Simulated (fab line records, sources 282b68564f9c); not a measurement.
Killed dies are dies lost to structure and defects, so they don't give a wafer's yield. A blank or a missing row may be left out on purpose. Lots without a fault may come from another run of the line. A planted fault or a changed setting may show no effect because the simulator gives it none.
fab line records | flow rit_cmos | part 1 of 2: steps 1 to 32 of 44
record lots=5 wafers=15 last_day=6
route steps=202 shown GATE@76 FOX2@80 REOX@98 NLDD@103 PLDD@114
lots that met no fault: from a run of the same line without faults
start_h: hours from the record's first day to the start of the lot's first wafer shown | wait_h: hours since the lot's step before | " the same as in the row above | L1.1+2: a row that stands for several wafers | - no value, or no start given | * or withheld: withheld | < > ~ a bound
route shown NAME@n: a module of which the file shows steps, and the number in the route of the first | usual: mean/standard deviation of fault-free wafers | same: alike in all rows | chamber/n: place in a boat | sites: the reading at each site | _std_site: their standard deviation | _edge_site: outer sites' mean less inner sites' | radius_mm: how far each site lies from the wafer's centre | mask NAME#n: copy n | behind: the tool/chamber that last shaped the wafer | hold: why the lot was held/for how many hours/how that ended | device: the transistor (n, p or np) that didn't switch | end of line: the same wafers' tests at the end of the route | a step without rows: its recipe alone | killed: dies lost to structure and defects at the first sort, not the wafer's yield | map: a wafer's dies, x killed, . not, _ none there
set.NAME: the setting as run; set.NAME@STEP: as run at that earlier step | model.NAME: the simulator's own value behind a step, which no gauge read
lots at some steps of the route; a table a step, a row a wafer
services: from which hour (start_h, from the record's first day; less than 0 if before it) a tool's chamber was out of use, for how many hours, and why
## steps
# step RIT_GATE_CLEAN_01
# recipe chemistry=SC1 mix=3:3:50 time_s=600 temp_c=75
# columns lot.wafer tool chamber start_h wait_h
L077.4+5+6 wet_bench-03 2 47.03 0.0
L084.2+4+6 wet_bench-01 3 81.50 0.0
L086.2+3+5 wet_bench-01 2 91.71 0.0
L088.2+3+6 wet_bench-01 2 101.86 0.0
L090.1+2+5 wet_bench-04 3 112.13 0.0
# step RIT_GATE_CLEAN_02
# recipe chemistry=dHF dilution=50:1 time_s=30
# columns lot.wafer tool chamber start_h wait_h
L077.4+5+6 wet_bench-04 0 47.20 0.0
L084.2+4+6 wet_bench-03 2 81.69 0.0
L086.2+3+5 wet_bench-04 1 91.91 0.0
L088.2+3+6 wet_bench-03 0 102.04 0.0
L090.1+2+5 wet_bench-03 1 112.31 0.0
# step RIT_GATE_CLEAN_03
# recipe chemistry=SC2 mix=3:3:50 time_s=600 temp_c=75 dry=n2_spin
# columns lot.wafer tool chamber start_h wait_h
L077.4+5+6 wet_bench-01 0 47.22 0.0
L084.2+4+6 wet_bench-04 1 81.71 0.0
L086.2+3+5 wet_bench-03 2 91.93 0.0
L088.2+3+6 wet_bench-01 0 102.05 0.0
L090.1+2+5 wet_bench-04 1 112.33 0.0
# step RIT_GATE_CLEAN_04
# recipe chemistry=dHF dilution=50:1 time_s=60 dry=n2_spin
# columns lot.wafer tool chamber start_h wait_h
L077.4+5+6 wet_bench-03 2 47.39 0.0
L084.2+4+6 wet_bench-01 1 81.90 0.0
L086.2+3+5 wet_bench-01 0 92.12 0.0
L088.2+3+6 wet_bench-03 3 102.23 0.0
L090.1+2+5 wet_bench-03 2 112.50 0.0
# step RIT_FOX2_THK_MEAS_91
# recipe reads=SiO2_of_FOX2_OXIDATION_00
# usual FIELD_OXIDE_LEFT_2_THK=259/5.7
# columns lot.wafer tool chamber start_h wait_h FIELD_OXIDE_LEFT_2_THK[nm]
L077.4 film_metro-04 - 47.45 0.0 271
L077.5 " - " " 267
L077.6 " - " " 264
L084.2 film_metro-04 - 81.93 0.0 268
L084.4 " - " " 266
L084.6 " - " " 271
L086.2 film_metro-04 - 92.16 0.0 259
L086.3 " - " " 263
L086.5 " - " " 260
L088.2 film_metro-01 - 102.26 0.0 255
L088.3 " - " " 250
L088.6 " - " " 252
L090.1 film_metro-02 - 112.53 0.0 256
L090.2 " - " " 251
L090.5 " - " " 259
# step RIT_GATE_OXIDATION_05
# recipe temp_c=900 ambient=O2 target_thk_a=30 ox_time_s=270
# usual spike_tc_source_C=923/3.3 tube_center_temp_C=900/0.08
# columns lot.wafer tool chamber start_h wait_h spike_tc_source_C tube_center_temp_C
L077.4 furnace-01 0 47.48 0.0 924 899.87
L077.5 " 0 " " 925 900.05
L077.6 " 0 " " 927 900.15
L084.2 furnace-04 0 82.05 0.1 921 900.03
L084.4 " 0 " " 920 899.9
L084.6 " 0 " " 919 899.95
L086.2 furnace-01 0 92.21 0.0 926 900.06
L086.3 " 0 " " 925 900.03
L086.5 " 0 " " 925 900.04
L088.2 furnace-02 0 103.99 1.7 920 899.97
L088.3 " 0 " " 923 900.16
L088.6 " 0 " " 920 899.94
L090.1 furnace-04 0 112.59 0.1 920 899.98
L090.2 " 0 " " 920 899.93
L090.5 " 0 " " 918 900.06
# step RIT_GATE_ANNEAL_06
# recipe temp_c=900 time_s=600 ambient=N2O
# usual spike_tc_source_C=923/3.1 tube_center_temp_C=899.99/0.092
# columns lot.wafer tool chamber start_h wait_h spike_tc_source_C tube_center_temp_C
L077.4 furnace-02 0 48.55 0.0 923 900.07
L077.5 " 0 " " 920 900.06
L077.6 " 0 " " 923 899.97
L084.2 furnace-01 0 84.40 1.3 927 900.04
L084.4 " 0 " " 927 899.93
L084.6 " 0 " " 926 899.84
L086.2 furnace-02 0 93.84 0.6 922 899.96
L086.3 " 0 " " 921 900.04
L086.5 " 0 " " 923 899.86
L088.2 furnace-02 0 106.38 1.3 922 899.91
L088.3 " 0 " " 922 899.88
L088.6 " 0 " " 923 899.87
L090.1 furnace-04 0 113.67 0.0 919 899.88
L090.2 " 0 " " 918 899.94
L090.5 " 0 " " 919 900.02
# step RIT_GATE_THK_MEAS_07
# recipe reads=SiO2_of_GATE_OXIDATION_05
# usual GATE_OXIDE_THK=2.99/0.064
# columns lot.wafer tool chamber start_h wait_h GATE_OXIDE_THK[nm]
L077.4 film_metro-04 - 48.83 0.0 3.04
L077.5 " - " " 3.02
L077.6 " - " " 3.15
L084.2 film_metro-04 - 84.66 0.0 2.98
L084.4 " - " " 2.96
L084.6 " - " " 2.99
L086.2 film_metro-04 - 94.10 0.0 3.04
L086.3 " - " " 3.03
L086.5 " - " " 3.11
L088.2 film_metro-04 - 106.64 0.0 3.01
L088.3 " - " " 2.96
L088.6 " - " " 2.92
L090.1 film_metro-01 - 113.92 0.0 3.05
L090.2 " - " " 3.03
L090.5 " - " " 3.01
# step RIT_GATE_CVD_08
# recipe material=poly-Si target_thk_nm=250 temp_c=610 precursor=SiH4 time_s=2132 pressure_mtorr=300 sih4_flow_sccm=100
# usual spike_tc_source_C=631.0/2.1 susceptor_temp_C=609.95/0.29
# columns lot.wafer tool chamber start_h wait_h spike_tc_source_C susceptor_temp_C
L077.4 lpcvd-01 0 48.86 0.0 632.3 609.97
L077.5 " 0 " " 630.9 610.22
L077.6 " 0 " " 631.6 610.15
L084.2 lpcvd-01 0 84.71 0.0 630.2 610.59
L084.4 " 0 " " 631.5 610.26
L084.6 " 0 " " 632.0 610.42
L086.2 lpcvd-01 0 94.15 0.0 630.1 609.93
L086.3 " 0 " " 630.3 610.12
L086.5 " 0 " " 630.7 610.26
L088.2 lpcvd-02 1 106.69 0.0 632.3 609.89
L088.3 " 1 " " 635.2 609.85
L088.6 " 1 " " 632.7 609.58
L090.1 lpcvd-02 0 115.30 1.4 627.9 609.73
L090.2 " 0 " " 627.8 610.47
L090.5 " 0 " " 629.0 610.17
# step RIT_GATE_THK_MEAS_09
# recipe reads=poly-Si_of_GATE_CVD_08
# usual GATE_POLY_THK=240/3
# columns lot.wafer tool chamber start_h wait_h GATE_POLY_THK[nm]
L077.4 film_metro-02 - 50.51 0.1 237
L077.5 " - " " 237
L077.6 " - " " 237
L084.2 film_metro-04 - 86.33 0.0 235
L084.4 " - " " 236
L084.6 " - " " 235
L086.2 film_metro-04 - 95.77 0.0 237
L086.3 " - " " 237
L086.5 " - " " 238
L088.2 film_metro-04 - 110.34 0.0 247
L088.3 " - " " 247
L088.6 " - " " 247
L090.1 film_metro-04 - 117.73 0.0 246
L090.2 " - " " 245
L090.5 " - " " 244
# step RIT_GATE_HMDS_10
# recipe prime_time_s=60 prime_temp_c=140
# columns lot.wafer tool chamber start_h wait_h
L077.4+5+6 litho_track-03 0 50.61 0.1
L084.2+4+6 litho_track-02 0 86.41 0.1
L086.2+3+5 litho_track-02 0 95.87 0.1
L088.2+3+6 litho_track-04 0 110.41 0.1
L090.1+2+5 litho_track-02 0 117.79 0.1
# step RIT_GATE_COAT_11
# recipe resist=NOVOLAK spin_rpm=4250 resist_thk_nm=850
# columns lot.wafer tool chamber start_h wait_h
L077.4+5+6 litho_track-03 0 50.76 0.1
L084.2+4+6 litho_track-02 0 86.56 0.1
L086.2+3+5 litho_track-02 0 96.02 0.1
L088.2+3+6 litho_track-04 0 110.56 0.1
L090.1+2+5 litho_track-02 0 117.94 0.1
# step RIT_GATE_SOFTBAKE_12
# recipe resist=NOVOLAK temp_c=90 time_s=60
# columns lot.wafer tool chamber start_h wait_h
L077.4+5+6 litho_track-03 0 50.91 0.1
L084.2+4+6 litho_track-02 0 86.71 0.1
L086.2+3+5 litho_track-02 0 96.17 0.1
L088.2+3+6 litho_track-04 0 110.71 0.1
L090.1+2+5 litho_track-02 0 118.09 0.1
# step RIT_GATE_EXPOSE_13
# recipe mask_id=M6 na=0.6 source_shape=conventional sigma_outer=0.6 target_cd_nm=150 dose_mj=380
# usual stage_vel_mm_s=500.00/0.26
# columns lot.wafer tool chamber start_h wait_h mask stage_vel_mm_s
L077.4 iline_stepper-02 0 51.17 0.2 M6#0 499.95
L077.5 " 0 " " M6#0 499.82
L077.6 " 0 " " M6#0 499.85
L084.2 iline_stepper-01 0 86.98 0.2 M6#0 500.36
L084.4 " 0 " " M6#0 500.12
L084.6 " 0 " " M6#0 499.82
L086.2 iline_stepper-02 0 96.44 0.2 M6#0 500.23
L086.3 " 0 " " M6#0 499.85
L086.5 " 0 " " M6#0 500.11
L088.2 iline_stepper-01 0 110.98 0.2 M6#0 499.93
L088.3 " 0 " " M6#0 500.06
L088.6 " 0 " " M6#0 499.87
L090.1 iline_stepper-01 0 118.36 0.2 M6#0 499.88
L090.2 " 0 " " M6#0 500.02
L090.5 " 0 " " M6#0 500.09
# step RIT_GATE_PEB_14
# recipe resist=NOVOLAK temp_c=withheld time_s=withheld
# columns lot.wafer tool chamber start_h wait_h
L077.4+5+6 litho_track-04 0 51.31 0.1
L084.2+4+6 litho_track-02 0 87.10 0.1
L086.2+3+5 litho_track-03 0 96.56 0.1
L088.2+3+6 litho_track-04 0 111.10 0.1
L090.1+2+5 litho_track-03 0 118.49 0.1
# step RIT_GATE_DEVELOP_15
# recipe resist=NOVOLAK develop_time_s=50 dev_temp_c=23
# usual developer_temp_C=23.01/0.1
# same develop_time_s=50
# columns lot.wafer tool chamber start_h wait_h developer_temp_C
L077.4 litho_track-04 0 - - 22.81
L077.5 " 0 " " 23.05
L077.6 " 0 " " 23.07
L084.2 litho_track-02 0 - - 23.15
L084.4 " 0 " " 23.17
L084.6 " 0 " " 23.10
L086.2 litho_track-03 0 - - 23.03
L086.3 " 0 " " 23.05
L086.5 " 0 " " 23.11
L088.2 litho_track-04 0 - - 23.16
L088.3 " 0 " " 23.25
L088.6 " 0 " " 23.04
L090.1 litho_track-03 0 - - 22.93
L090.2 " 0 " " 23.13
L090.5 " 0 " " 23.00
# step RIT_GATE_CD_MEAS_16
# recipe target_cd_nm=150
# usual cd_nm=149.5/2.4
# columns lot.wafer tool chamber start_h wait_h cd_nm
L077.4 cd_sem-01 - 51.57 - 152.5
L077.5 " - " " 150.9
L077.6 " - " " 152.8
L084.2 cd_sem-01 - 87.38 - 153.0
L084.4 " - " " 151.8
L084.6 " - " " 153.3
L086.2 cd_sem-01 - 96.84 - 149.2
L086.3 " - " " 146.8
L086.5 " - " " 147.5
L088.2 cd_sem-01 - 111.38 - 152.8
L088.3 " - " " 149.3
L088.6 " - " " 149.2
L090.1 cd_sem-02 - 118.77 - 148.0
L090.2 " - " " 149.2
L090.5 " - " " 150.3
# step RIT_GATE_OVL_MEAS_17
# usual GATE_OVL=-0.9/1.8
# columns lot.wafer tool chamber start_h wait_h GATE_OVL[nm]
L077.4 overlay-01 - 51.65 0.1 1.1
L077.5 " - " " 1.7
L077.6 " - " " -0.9
L084.2 overlay-02 - 87.48 0.1 -1.1
L084.4 " - " " -2.4
L084.6 " - " " -3.1
L086.2 overlay-02 - 96.94 0.1 -1.4
L086.3 " - " " 0.1
L086.5 " - " " 1.5
L088.2 overlay-02 - 111.49 0.1 0.7
L088.3 " - " " 0.2
L088.6 " - " " -0.9
L090.1 overlay-01 - 118.89 0.1 0.0
L090.2 " - " " 0.1
L090.5 " - " " -0.3
# step RIT_GATE_HARDBAKE_18
# recipe resist=NOVOLAK temp_c=140 time_s=60
# columns lot.wafer tool chamber start_h wait_h
L077.4+5+6 litho_track-04 0 51.74 0.1
L084.2+4+6 litho_track-03 0 87.54 0.0
L086.2+3+5 litho_track-03 0 97.00 0.0
L088.2+3+6 litho_track-04 0 111.54 0.0
L090.1+2+5 litho_track-04 0 118.92 0.0
# step RIT_GATE_ETCH_19
# recipe chemistry=SF6/CHF3/O2 time_s=170.6 SF6_flow_sccm=30 CHF3_flow_sccm=30 O2_flow_sccm=5 target=poly-Si pressure_mtorr=40 rf_w=160 target_depth_a=3125 over_etch_frac=0.25 stop_on=SiO2
# usual CHF3_flow_sccm=29.97/0.094 drypump_motor_current_A=5.6/0.54 oes_product_au=0.818/0.017 throttle_valve_pct=10.31/0.12
# columns lot.wafer tool chamber start_h wait_h CHF3_flow_sccm drypump_motor_current_A oes_product_au rf_hours_counter_h throttle_valve_pct
L077.4 rie_si-02 2 51.82 0.1 30.01 4.8 0.823 156 10.18
L077.5 " 3 " " 30.11 6.2 0.816 - 10.09
L077.6 " 0 " " 29.83 5.3 0.787 - 10.39
L084.2 rie_si-01 0 87.66 0.1 30.06 5.8 0.796 34 10.38
L084.4 " 2 " " 29.92 6.0 0.827 47 10.36
L084.6 " 1 " " 29.82 6.3 0.798 - 10.30
L086.2 rie_si-01 1 97.12 0.1 30.05 6.3 0.805 151 10.29
L086.3 " 0 " " 30.04 5.8 0.793 34 10.40
L086.5 " 0 " " 29.90 5.8 0.796 - 10.40
L088.2 rie_si-01 0 111.67 0.1 30.02 5.8 0.824 34 10.40
L088.3 " 3 " " 29.98 4.9 0.848 101 10.45
L088.6 " 0 " " 30.08 5.9 0.823 - 10.39
L090.1 rie_si-01 0 119.07 0.1 29.91 5.8 0.825 34 10.40
L090.2 " 3 " " 29.92 4.8 0.845 101 10.46
L090.5 " 3 " " 29.99 4.8 0.841 - 10.46
# step RIT_GATE_STRIP_20
# recipe chemistry=O2 time_s=180 resist=NOVOLAK platen_temp_c=withheld power_w=500 pressure_mtorr=4000 o2_flow_sccm=4000
# usual drypump_motor_current_A=6.01/0.26
# columns lot.wafer tool chamber start_h wait_h drypump_motor_current_A rf_hours_counter_h
L077.4 plasma_asher-04 0 51.99 0.1 6.37 -
L077.5 " 1 " " 5.87 -
L077.6 " 0 " " 6.39 -
L084.2 plasma_asher-04 0 87.77 0.1 6.39 31
L084.4 " 1 " " 5.87 -
L084.6 " 0 " " 6.37 -
L086.2 plasma_asher-01 0 97.23 0.1 6.32 46
L086.3 " 0 " " 6.32 -
L086.5 " 1 " " 5.73 -
L088.2 plasma_asher-04 0 111.78 0.1 6.33 34
L088.3 " 1 " " 5.87 -
L088.6 " 0 " " 6.39 -
L090.1 plasma_asher-04 1 119.18 0.1 5.86 35
L090.2 " 0 " " 6.35 35
L090.5 " 0 " " 6.39 -
# step RIT_GATE_CD_MEAS_90
# recipe target_cd_nm=150
# usual cd_nm=149.4/2.4
# columns lot.wafer tool chamber start_h wait_h cd_nm
L077.4 cd_sem-01 - 52.16 0.1 152.3
L077.5 " - " " 150.6
L077.6 " - " " 153.0
L084.2 cd_sem-01 - 87.97 0.1 152.7
L084.4 " - " " 152.2
L084.6 " - " " 152.7
L086.2 cd_sem-01 - 97.43 0.1 149.3
L086.3 " - " " 146.9
L086.5 " - " " 146.9
L088.2 cd_sem-01 - 111.97 0.1 153.0
L088.3 " - " " 149.2
L088.6 " - " " 148.8
L090.1 cd_sem-01 - 119.36 0.1 148.0
L090.2 " - " " 148.8
L090.5 " - " " 150.4
# step RIT_REOX_CLEAN_00
# recipe chemistry=SC1 mix=3:3:50 time_s=600 temp_c=75
# columns lot.wafer tool chamber start_h wait_h
L077.4+5+6 wet_bench-02 3 52.22 0.0
L084.2+4+6 wet_bench-02 0 88.07 0.1
L086.2+3+5 wet_bench-03 3 97.53 0.1
L088.2+3+6 wet_bench-03 0 112.07 0.1
L090.1+2+5 wet_bench-02 3 119.48 0.1
# step RIT_REOX_CLEAN_01
# recipe chemistry=dHF dilution=50:1 time_s=30
# columns lot.wafer tool chamber start_h wait_h
L077.4+5+6 wet_bench-03 1 52.40 0.0
L084.2+4+6 wet_bench-03 1 88.26 0.0
L086.2+3+5 wet_bench-01 1 97.70 0.0
L088.2+3+6 wet_bench-02 1 112.28 0.0
L090.1+2+5 wet_bench-01 0 119.65 0.0
# step RIT_REOX_CLEAN_02
# recipe chemistry=SC2 mix=3:3:50 time_s=600 temp_c=75 dry=n2_spin
# columns lot.wafer tool chamber start_h wait_h
L077.4+5+6 wet_bench-01 1 52.41 0.0
L084.2+4+6 wet_bench-01 0 88.28 0.0
L086.2+3+5 wet_bench-02 0 97.72 0.0
L088.2+3+6 wet_bench-01 0 112.30 0.0
L090.1+2+5 wet_bench-03 3 119.67 0.0
# step RIT_REOX_OXIDATION_03
# recipe temp_c=900 ambient=O2 target_thk_a=252 ox_time_s=5580
# usual spike_tc_source_C=924.3/2.2 tube_center_temp_C=899.99/0.083
# columns lot.wafer tool chamber start_h wait_h spike_tc_source_C tube_center_temp_C
L077.4 furnace-03 0 52.59 0.0 924.1 900.05
L077.5 " 0 " " 926.0 899.99
L077.6 " 0 " " 926.3 900.17
L084.2 furnace-02 0 88.48 0.0 921.7 899.98
L084.4 " 0 " " 922.1 899.95
L084.6 " 0 " " 920.4 900.02
L086.2 furnace-01 0 99.44 1.6 926.6 899.85
L086.3 " 0 " " 927.7 900.15
L086.5 " 0 " " 926.4 900.03
L088.2 furnace-02 0 112.56 0.1 921.3 900.03
L088.3 " 0 " " 921.6 899.88
L088.6 " 0 " " 920.3 899.91
L090.1 furnace-03 0 120.14 0.3 925.8 899.97
L090.2 " 0 " " 927.9 900.03
L090.5 " 0 " " 925.1 900.1
# step RIT_REOX_THK_MEAS_04
# recipe reads=SiO2_of_REOX_OXIDATION_03
# usual REOX_OXIDE_THK=25.0/0.49
# columns lot.wafer tool chamber start_h wait_h REOX_OXIDE_THK[nm]
L077.4 film_metro-03 - 55.17 0.0 25.9
L077.5 " - " " 25.2
L077.6 " - " " 25.5
L084.2 film_metro-03 - 91.04 0.0 24.7
L084.4 " - " " 24.9
L084.6 " - " " 24.6
L086.2 film_metro-04 - 102.00 0.0 25.1
L086.3 " - " " 25.4
L086.5 " - " " 24.7
L088.2 film_metro-04 - 115.12 0.0 24.2
L088.3 " - " " 24.5
L088.6 " - " " 24.1
L090.1 film_metro-03 - 122.69 0.0 25.9
L090.2 " - " " 26.1
L090.5 " - " " 25.8
# step RIT_NLDD_HMDS_00
# recipe prime_time_s=60 prime_temp_c=140
# columns lot.wafer tool chamber start_h wait_h
L077.4+5+6 litho_track-01 0 55.28 0.1
L084.2+4+6 litho_track-02 0 91.12 0.1
L086.2+3+5 litho_track-04 0 102.08 0.1
L088.2+3+6 litho_track-04 0 115.20 0.1
L090.1+2+5 litho_track-04 0 122.75 0.1
# step RIT_NLDD_COAT_01
# recipe resist=NOVOLAK spin_rpm=3250 resist_thk_nm=1000
# columns lot.wafer tool chamber start_h wait_h
L077.4+5+6 litho_track-01 0 55.43 0.1
L084.2+4+6 litho_track-02 0 91.27 0.1
L086.2+3+5 litho_track-04 0 102.23 0.1
L088.2+3+6 litho_track-04 0 115.35 0.1
L090.1+2+5 litho_track-04 0 122.90 0.1
# step RIT_NLDD_SOFTBAKE_02
# recipe resist=NOVOLAK temp_c=90 time_s=60
# columns lot.wafer tool chamber start_h wait_h
L077.4+5+6 litho_track-01 0 55.58 0.1
L084.2+4+6 litho_track-02 0 91.42 0.1
L086.2+3+5 litho_track-04 0 102.38 0.1
L088.2+3+6 litho_track-04 0 115.50 0.1
L090.1+2+5 litho_track-04 0 123.05 0.1
# step RIT_NLDD_EXPOSE_03
# recipe mask_id=M7 na=0.57 target_cd_nm=40700 dose_mj=250
# usual stage_vel_mm_s=499.97/0.23
# columns lot.wafer tool chamber start_h wait_h mask stage_vel_mm_s
L077.4 iline_stepper-01 0 55.71 0.1 M7#0 499.75
L077.5 " 0 " " M7#0 500.24
L077.6 " 0 " " M7#0 500.16
L084.2 iline_stepper-01 0 91.56 0.1 M7#0 500.26
L084.4 " 0 " " M7#0 500.03
L084.6 " 0 " " M7#0 499.88
L086.2 iline_stepper-01 0 102.52 0.1 M7#0 499.92
L086.3 " 0 " " M7#0 499.68
L086.5 " 0 " " M7#0 500.07
L088.2 iline_stepper-01 0 115.76 0.2 M7#0 500.26
L088.3 " 0 " " M7#0 500.03
L088.6 " 0 " " M7#0 500.05
L090.1 iline_stepper-01 0 123.33 0.2 M7#0 499.98
L090.2 " 0 " " M7#0 500.18
L090.5 " 0 " " M7#0 499.76
# step RIT_NLDD_PEB_04
# recipe resist=NOVOLAK temp_c=withheld time_s=withheld
# columns lot.wafer tool chamber start_h wait_h
L077.4+5+6 litho_track-04 0 55.85 0.1
L084.2+4+6 litho_track-01 0 91.69 0.1
L086.2+3+5 litho_track-04 0 102.65 0.1
L088.2+3+6 litho_track-04 0 115.89 0.1
L090.1+2+5 litho_track-02 0 123.44 0.1
